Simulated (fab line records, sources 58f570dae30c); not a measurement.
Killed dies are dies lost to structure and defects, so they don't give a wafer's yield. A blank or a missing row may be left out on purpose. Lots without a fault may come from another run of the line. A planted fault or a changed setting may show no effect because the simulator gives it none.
Problem report in the 8D (eight disciplines) form, filled by code | flow berkeley_cmos170 | the parts of the form that need people (team, actions taken, sign-off) are left out

1. THE PROBLEM
oes_product_au at UCB170_PLDD_STRIP_10 reads a mean of 0.649 a.u. on 4 wafers of 2 lots; wafers without a fault read 0.735 a.u. with a standard deviation of 0.0045. That is -19 standard deviations from the usual mean.
The step: strips in O2.
First seen on wafer L531.2, day 10 13:41, on plasma_asher-03. The record holds 42 wafers of 14 lots with a number at this step. Rule for "out", or "out of limits": more than 4 standard deviations from the usual mean. The other wafers with a number count as sound.

2. WHAT IT IS AND WHAT IT IS NOT
question                    | is                             | is not
which readings at this step | oes_product_au                 | drypump_motor_current_A, strip_time_to_endpoint_s
which lots                  | L531, L535                     | L518, L519, L520, L521, L522, L524, L525, L526, L533, L536, L538, L539
which wafers of those lots  | L531.2, L531.6, L535.4, L535.5 | L531.3, L535.2
read on which tools         | plasma_asher-03                | plasma_asher-01, plasma_asher-02
when                        | from day 10 13:41              | up to then (25 sound wafers); but 13 sound wafers of L533, L535, L536, L538, L539 came after

3. SUSPECTS, AND WHAT RULES EACH OUT
Counting: a tool at a process step up to the reading stays a suspect if it ran every lot that is out. Sound lots after the first of them don't rule it out here, since some wafers of a struck lot are sound.
- plasma_asher-03 at UCB170_PLDD_STRIP_10 (strips in O2): kept. It ran every lot that is out, first L531 (day 10 13:41); its last sound lot up to then is L525 (day 9 03:44). Its own readings are out on those wafers: oes_product_au.
- Within plasma_asher-03 at UCB170_PLDD_STRIP_10: the wafers that are out ran in chamber 0; their sound lot-mates ran in chamber 1.
Left after counting: plasma_asher-03 at UCB170_PLDD_STRIP_10.

4. THE CAUSE (what the simulator had put in)
Process parameter drift: plasma_asher-03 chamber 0, from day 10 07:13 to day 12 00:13, at UCB170_PLDD_STRIP_10. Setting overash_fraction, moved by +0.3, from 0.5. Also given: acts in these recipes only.
Counting left only this tool.

5. THE CHAIN OF EFFECTS, in route order
Each row: a reading whose mean over the struck wafers that have a number lies more than 3 standard deviations from the usual. Only readings for which the record gives a usual standard deviation are gone through. hours: the time from each lot's start at the first step in this table that gives one to its start at this step, as a median over the lots. sigmas: the change in usual standard deviations.
hours | step                 | reading        | usual      | on struck wafers | change | sigmas
0     | UCB170_PLDD_STRIP_10 | oes_product_au | 0.735 a.u. | 0.649            | -0.086 | -19
The process steps in it:
- UCB170_PLDD_STRIP_10: strips in O2.

6. WHAT WOULD HAVE CAUGHT IT SOONER
In this record the first reading out of limits was taken at day 10 13:41, 6 hours after the fault began at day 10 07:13.
